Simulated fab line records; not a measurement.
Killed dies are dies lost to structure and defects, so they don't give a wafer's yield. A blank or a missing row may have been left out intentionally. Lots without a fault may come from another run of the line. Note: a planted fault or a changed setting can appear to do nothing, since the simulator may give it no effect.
fab line records	flow berkeley-cmos170
[record] lots = 5	wafers = 23
route steps=331 shown M2@272 M3@310
start-h: hours from the record's first day to the start of the lot's first wafer shown	wait-h: how many hours have passed since the lot's step before this one	" identical to the entry in the row above	L1.1+2: several wafers, shown together as one row	- no value present, or no start provided	* or withheld: withheld	< > ~ a bound
route shown NAME@n: NAME is a module with steps in the file, n the number in the route of the first one	usual: mean/standard deviation taken from wafers without a fault	same: alike in all rows	chamber/n: place in a boat	sites: readings site by site	_std_site: the standard deviation of these	_edge_site: outer sites' mean less inner sites'	radius-mm: how far each site lies from the wafer's centre	mask NAME#n: copy n	behind: the most recent tool/chamber to have shaped the wafer	hold: reason for holding the lot/hours on hold/outcome of the hold	device: whichever transistor did not switch (one of n, p or np)	end of line: the same wafers' tests at the end of the route	a step given without rows: its recipe and nothing more	killed: not the wafer's yield, but the dies lost to structure and defects at the first sort	map: shows each die of a wafer: x if killed, . if not, _ if none is there
set.NAME: the setting that was run; set.NAME@STEP: the one run at that earlier step	model.NAME: the simulator's own value behind a step, which no gauge read
lots with deliberately changed settings; one table per step, one row per wafer
[[steps]]
[step UCB170_M2_SPUTTER_01]
[recipe] material = Al	target-thk-nm = 900	time-s = 120	power-w = 6000	chamber-pressure-pa = 0.5
lot.wafer	tool	chamber	start-h	wait-h	set.power-w	model.Al_of_M2_SPUTTER_01.thk-nm
L074.1	pvd-sputter-02	-	146.44	0.0	6667	1003
L074.2	"	-	"	"	6667	986.7
L074.4	"	-	"	"	6000	889.3
L074.5	"	-	"	"	6000	892.6
L074.6	"	-	"	"	6667	1005
L075.1	pvd-sputter-02	-	148.27	0.0	6000	893.6
L075.2	"	-	"	"	6000	885.3
L075.4	"	-	"	"	5561	815.6
L075.5	"	-	"	"	5561	806.4
L075.6	"	-	"	"	5561	815.4
L076.1	pvd-sputter-02	-	165.02	0.0	5530	832.5
L076.2	"	-	"	"	6000	879.6
L076.3	"	-	"	"	5530	820.9
L076.4	"	-	"	"	6000	902.4
L076.6	"	-	"	"	5530	824.7
L077.2	pvd-sputter-03	-	165.26	0.0	6000	889.5
L077.4	"	-	"	"	6000	896.7
L077.6	"	-	"	"	6000	901
L078.2	pvd-sputter-03	-	174.11	0.0	6000	893.9
L078.3	"	-	"	"	6000	892.8
L078.4	"	-	"	"	6000	896.4
L078.5	"	-	"	"	6000	897.3
L078.6	"	-	"	"	6000	891.2
[step UCB170_M2_RS_MEAS_02]
[recipe] thk-meas-gauge = four-point-probe	reads = Al_of_M2_SPUTTER_01
[usual] M2_AL_RS = 0.0323/0.00036
lot.wafer	tool	chamber	start-h	wait-h	set.power-w@M2_SPUTTER_01	M2_AL_RS[ohm/sq]
L074.1	film-metro-02	-	146.52	0.0	6667	0.0288
L074.2	"	-	"	"	6667	0.0293
L074.4	"	-	"	"	6000	0.0325
L074.5	"	-	"	"	6000	0.0324
L074.6	"	-	"	"	6667	0.0287
L075.1	film-metro-01	-	148.35	0.0	6000	0.0325
L075.2	"	-	"	"	6000	0.0327
L075.4	"	-	"	"	5561	0.0357
L075.5	"	-	"	"	5561	0.0360
L075.6	"	-	"	"	5561	0.0356
L076.1	film-metro-03	-	165.10	0.0	5530	0.0347
L076.2	"	-	"	"	6000	0.0330
L076.3	"	-	"	"	5530	0.0352
L076.4	"	-	"	"	6000	0.0320
L076.6	"	-	"	"	5530	0.0352
L077.2	film-metro-01	-	165.36	0.1	6000	0.0327
L077.4	"	-	"	"	6000	0.0324
L077.6	"	-	"	"	6000	0.0322
L078.2	film-metro-03	-	174.22	0.1	6000	0.0323
L078.3	"	-	"	"	6000	0.0324
L078.4	"	-	"	"	6000	0.0323
L078.5	"	-	"	"	6000	0.0322
L078.6	"	-	"	"	6000	0.0324
[step UCB170_M2_THK_MEAS_03]
[recipe] thk-meas-gauge = xrf	reads = Al_of_M2_SPUTTER_01
[usual] M2_AL_THK = 902/11
lot.wafer	tool	chamber	start-h	wait-h	set.power-w@M2_SPUTTER_01	M2_AL_THK[nm]
L074.1	film-metro-02	-	146.64	0.1	6667	1008
L074.2	"	-	"	"	6667	991
L074.4	"	-	"	"	6000	895
L074.5	"	-	"	"	6000	902
L074.6	"	-	"	"	6667	1018
L075.1	film-metro-01	-	148.47	0.1	6000	900
L075.2	"	-	"	"	6000	892
L075.4	"	-	"	"	5561	825
L075.5	"	-	"	"	5561	814
L075.6	"	-	"	"	5561	824
L076.1	film-metro-03	-	165.22	0.1	5530	837
L076.2	"	-	"	"	6000	886
L076.3	"	-	"	"	5530	827
L076.4	"	-	"	"	6000	909
L076.6	"	-	"	"	5530	832
L077.2	film-metro-01	-	165.47	0.1	6000	900
L077.4	"	-	"	"	6000	906
L077.6	"	-	"	"	6000	909
L078.2	film-metro-03	-	174.33	0.1	6000	898
L078.3	"	-	"	"	6000	893
L078.4	"	-	"	"	6000	896
L078.5	"	-	"	"	6000	899
L078.6	"	-	"	"	6000	891
[step UCB170_M2_DEVELOP_14]
[recipe] developer = TMAH	develop-time-s = 45	resist = KrF	dev-temp-c = 21
lot.wafer	tool	chamber	start-h	wait-h	set.develop-time-s
L074.1+2	litho-track-01	0	-	-	40.23
L074.4+5+6	"	0	"	"	45
L075.1+5	litho-track-03	0	-	-	45
L075.2+4+6	"	0	"	"	49.09
L076.1+2+6	litho-track-03	0	-	-	45
L076.3+4	"	0	"	"	40.47
L077.2+4+6	litho-track-01	0	-	-	45
L078.2+3+4+5+6	litho-track-01	0	-	-	45
[step UCB170_M2_ETCH_17]
[recipe] chemistry = N2/H2	target-depth-a = withheld	overetch-a = withheld	target = BARC	time-s = withheld	source-w = 500	bias-w = 100	pressure-mtorr = 30	n2-flow-sccm = 100	h2-flow-sccm = 200
[step UCB170_M2_METAL_ETCH_18]
[recipe] chemistry = Cl2/BCl3	target = Al	stop-on = SiO2	pressure-mtorr = 12	target-depth-a = 11700	over-etch-frac = 0.3	time-s = 195	icp-w = 600	bias-w = 120	Cl2_flow_sccm = 90	bcl3-flow-sccm = 45
[usual] oes-product-au = 0.853/0.013
lot.wafer	tool	chamber	start-h	wait-h	set.power-w@M2_SPUTTER_01	oes-product-au
L074.1	rie-metal-03	0	150.19	-	6667	0.915
L074.2	"	1	"	"	6667	0.885
L074.4	"	1	"	"	6000	0.840
L074.5	"	1	"	"	6000	0.835
L074.6	"	0	"	"	6667	0.915
L075.1	rie-metal-04	1	150.90	-	6000	0.852
L075.2	"	1	"	"	6000	0.849
L075.4	"	1	"	"	5561	0.820
L075.5	"	1	"	"	5561	0.803
L075.6	"	1	"	"	5561	0.816
L076.1	rie-metal-03	0	167.71	-	5530	0.814
L076.2	"	1	"	"	6000	0.827
L076.3	"	1	"	"	5530	0.794
L076.4	"	0	"	"	6000	0.856
L076.6	"	0	"	"	5530	0.814
L077.2	rie-metal-04	0	167.95	-	6000	0.867
L077.4	"	0	"	"	6000	0.866
L077.6	"	1	"	"	6000	0.861
L078.2	rie-metal-04	0	178.41	-	6000	0.864
L078.3	"	0	"	"	6000	0.871
L078.4	"	1	"	"	6000	0.864
L078.5	"	0	"	"	6000	0.871
L078.6	"	1	"	"	6000	0.857
[step UCB170_M3_SPUTTER_01]
[recipe] material = Al	target-thk-nm = 900	time-s = 120	power-w = 6000	chamber-pressure-pa = 0.5
lot.wafer	tool	chamber	start-h	wait-h	set.time-s	model.Al_of_M3_SPUTTER_01.thk-nm
L074.1	pvd-sputter-02	-	153.50	0.0	120	910
L074.2	"	-	"	"	120	899.4
L074.4	"	-	"	"	120	887.2
L074.5	"	-	"	"	120	900.4
L074.6	"	-	"	"	120	892.5
L075.1	pvd-sputter-01	-	154.93	0.0	120	895.4
L075.2	"	-	"	"	120	913.6
L075.4	"	-	"	"	120	907.7
L075.5	"	-	"	"	120	918.1
L075.6	"	-	"	"	120	906.8
L076.1	pvd-sputter-01	-	173.76	0.0	120	896.7
L076.2	"	-	"	"	120	912
L076.3	"	-	"	"	105.7	784.7
L076.4	"	-	"	"	120	908.4
L076.6	"	-	"	"	105.7	789.9
L077.2	pvd-sputter-02	-	173.88	0.0	120	917.9
L077.4	"	-	"	"	120	893.1
L077.6	"	-	"	"	120	920.6
L078.2	pvd-sputter-04	-	182.55	0.0	133.5	1014
L078.3	"	-	"	"	120	883.7
L078.4	"	-	"	"	120	895.9
L078.5	"	-	"	"	133.5	1009
L078.6	"	-	"	"	120	905.9
[step UCB170_M3_RS_MEAS_02]
[recipe] thk-meas-gauge = four-point-probe	reads = Al_of_M3_SPUTTER_01
[usual] M3_AL_RS = 0.0321/0.00048
lot.wafer	tool	chamber	start-h	wait-h	set.time-s@M3_SPUTTER_01	M3_AL_RS[ohm/sq]
L074.1	film-metro-01	-	153.58	0.0	120	0.0319
L074.2	"	-	"	"	120	0.0323
L074.4	"	-	"	"	120	0.0327
L074.5	"	-	"	"	120	0.0323
L074.6	"	-	"	"	120	0.0325
L075.1	film-metro-04	-	155.02	0.0	120	0.0323
L075.2	"	-	"	"	120	0.0317
L075.4	"	-	"	"	120	0.0319
L075.5	"	-	"	"	120	0.0315
L075.6	"	-	"	"	120	0.0319
L076.1	film-metro-02	-	173.84	0.0	120	0.0323
L076.2	"	-	"	"	120	0.0317
L076.3	"	-	"	"	105.7	0.0369
L076.4	"	-	"	"	120	0.0319
L076.6	"	-	"	"	105.7	0.0367
L077.2	film-metro-01	-	173.98	0.1	120	0.0316
L077.4	"	-	"	"	120	0.0324
L077.6	"	-	"	"	120	0.0315
L078.2	film-metro-04	-	182.65	0.1	133.5	0.0285
L078.3	"	-	"	"	120	0.0327
L078.4	"	-	"	"	120	0.0322
L078.5	"	-	"	"	133.5	0.0286
L078.6	"	-	"	"	120	0.0318
[step UCB170_M3_THK_MEAS_03]
[recipe] thk-meas-gauge = xrf	reads = Al_of_M3_SPUTTER_01
[usual] M3_AL_THK = 906/13
lot.wafer	tool	chamber	start-h	wait-h	set.time-s@M3_SPUTTER_01	M3_AL_THK[nm]
L074.1	film-metro-01	-	153.70	0.1	120	921
L074.2	"	-	"	"	120	908
L074.4	"	-	"	"	120	900
L074.5	"	-	"	"	120	906
L074.6	"	-	"	"	120	897
L075.1	film-metro-04	-	155.14	0.1	120	905
L075.2	"	-	"	"	120	918
L075.4	"	-	"	"	120	908
L075.5	"	-	"	"	120	928
L075.6	"	-	"	"	120	911
L076.1	film-metro-02	-	173.96	0.1	120	900
L076.2	"	-	"	"	120	916
L076.3	"	-	"	"	105.7	790
L076.4	"	-	"	"	120	912
L076.6	"	-	"	"	105.7	792
L077.2	film-metro-01	-	174.09	0.1	120	920
L077.4	"	-	"	"	120	900
L077.6	"	-	"	"	120	922
L078.2	film-metro-04	-	182.76	0.1	133.5	1018
L078.3	"	-	"	"	120	886
L078.4	"	-	"	"	120	897
L078.5	"	-	"	"	133.5	1010
L078.6	"	-	"	"	120	907
[[key]]
[split] step = UCB170_M2_SPUTTER_01	setting = power-w	stated = 6000	by = wafer
[response] step = UCB170_M2_SPUTTER_01	reading = model.Al_of_M2_SPUTTER_01.thk-nm	change = +9.49	per = 1%	r = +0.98
[response] step = UCB170_M2_RS_MEAS_02	reading = M2_AL_RS	change = -0.000347	per = 1%	r = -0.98
[response] step = UCB170_M2_THK_MEAS_03	reading = M2_AL_THK	change = +9.42	per = 1%	r = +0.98
[response] step = UCB170_M2_METAL_ETCH_18	reading = oes-product-au	change = +0.00541	per = 1%	r = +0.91
[split] step = UCB170_M2_DEVELOP_14	setting = develop-time-s	stated = 45	by = wafer
response none clear
[split] step = UCB170_M3_SPUTTER_01	setting = time-s	stated = 120	by = wafer
[response] step = UCB170_M3_SPUTTER_01	reading = model.Al_of_M3_SPUTTER_01.thk-nm	change = +10.1	per = 1%	r = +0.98
[response] step = UCB170_M3_RS_MEAS_02	reading = M3_AL_RS	change = -0.000368	per = 1%	r = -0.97
[response] step = UCB170_M3_THK_MEAS_03	reading = M3_AL_THK	change = +10.2	per = 1%	r = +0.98
